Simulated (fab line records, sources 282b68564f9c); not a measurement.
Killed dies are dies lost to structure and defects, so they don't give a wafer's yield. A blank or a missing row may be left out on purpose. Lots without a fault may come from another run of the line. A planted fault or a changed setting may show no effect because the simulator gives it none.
A struck lot beside a sound one | flow rit_cmos | 15 steps out of a route of 202
Sound: wafers L739.1, L739.3, L739.5. Struck: wafers L748.3, L748.4, L748.5. The cause comes at the end.
At each step with rows: each side's tool, then ch and its chambers, then its first start. Under that, the readings that differ: sound wafers | struck wafers | difference of the means | sigmas: that difference in standard deviations of wafers without a fault.
alike: readings whose means differ by less than 2 such deviations, and words and numbers that are the same on both sides. not compared: withheld readings, readings that some wafer has no value for, bounds like >300 that may hide the same value, and numbers for which the record gives no deviation and whose values overlap.
The two part at a step that has a row with sigmas, a row that says differs or no value, or rows on one side only. Numbers that don't overlap but have no deviation are shown without sigmas and don't part them. A reading that every wafer of one side lacks parts them only if that side has two wafers or more.

first, 4 steps without rows for these wafers: RIT_NWELL_SOFTBAKE_02 (time 60 s); RIT_NWELL_EXPOSE_03 (exposes mask M2, target cd 43900 nm); RIT_NWELL_PEB_04; RIT_NWELL_DEVELOP_05 (develop time 68 s).
RIT_NWELL_OVL_MEAS_06:
  sound on overlay-02, day 2 06:52; struck on overlay-01, day 3 23:31
  alike: NWELL_OVL
then, 2 steps without rows for these wafers: RIT_NWELL_HARDBAKE_07 (time 120 s); RIT_NWELL_IMPLANT_08.
RIT_NWELL_STRIP_09: strips in O2, time 180 s.
  sound on plasma_asher-03 ch 0,1, day 2 07:18; struck on plasma_asher-01 ch 0,1, day 4 00:00
  alike: drypump_motor_current_A, rf_refl_power_W
  not compared: rf_hours_counter_h
RIT_NWELL_TW_MEAS_10:
  sound on film_metro-02, day 2 07:29; struck on film_metro-04, day 4 00:08
  alike: NWELL_TW
then, 3 steps without rows for these wafers: RIT_PWELL_HMDS_00 (prime time 60 s); RIT_PWELL_COAT_01 (resist thk 1300 nm); RIT_PWELL_SOFTBAKE_02 (time 60 s).
RIT_PWELL_EXPOSE_03: exposes mask M3, target cd 43700 nm.
  sound on iline_stepper-02 ch 0, day 2 08:11; struck on iline_stepper-01 ch 0, day 4 00:47
  reading | sound          | struck                  | difference | sigmas
  mask    | M3#0 M3#0 M3#0 | M3_R1#0 M3_R1#0 M3_R1#0 | differs    |
  alike: reticle_temp_C
then, 1 step without rows for these wafers: RIT_PWELL_PEB_04.
RIT_M1_PROBE_99:
  sound on prober-02, day 3 22:10; struck on prober-02, day 5 12:52
  alike: killed_at_contacts, killed_at_front_end, killed_dies, killed_open, killed_short

WHERE THEY PART
Only at RIT_PWELL_EXPOSE_03, within this record. Later steps at which nothing parts them and some readings are alike: RIT_M1_PROBE_99.

WHY: what the simulator had put in
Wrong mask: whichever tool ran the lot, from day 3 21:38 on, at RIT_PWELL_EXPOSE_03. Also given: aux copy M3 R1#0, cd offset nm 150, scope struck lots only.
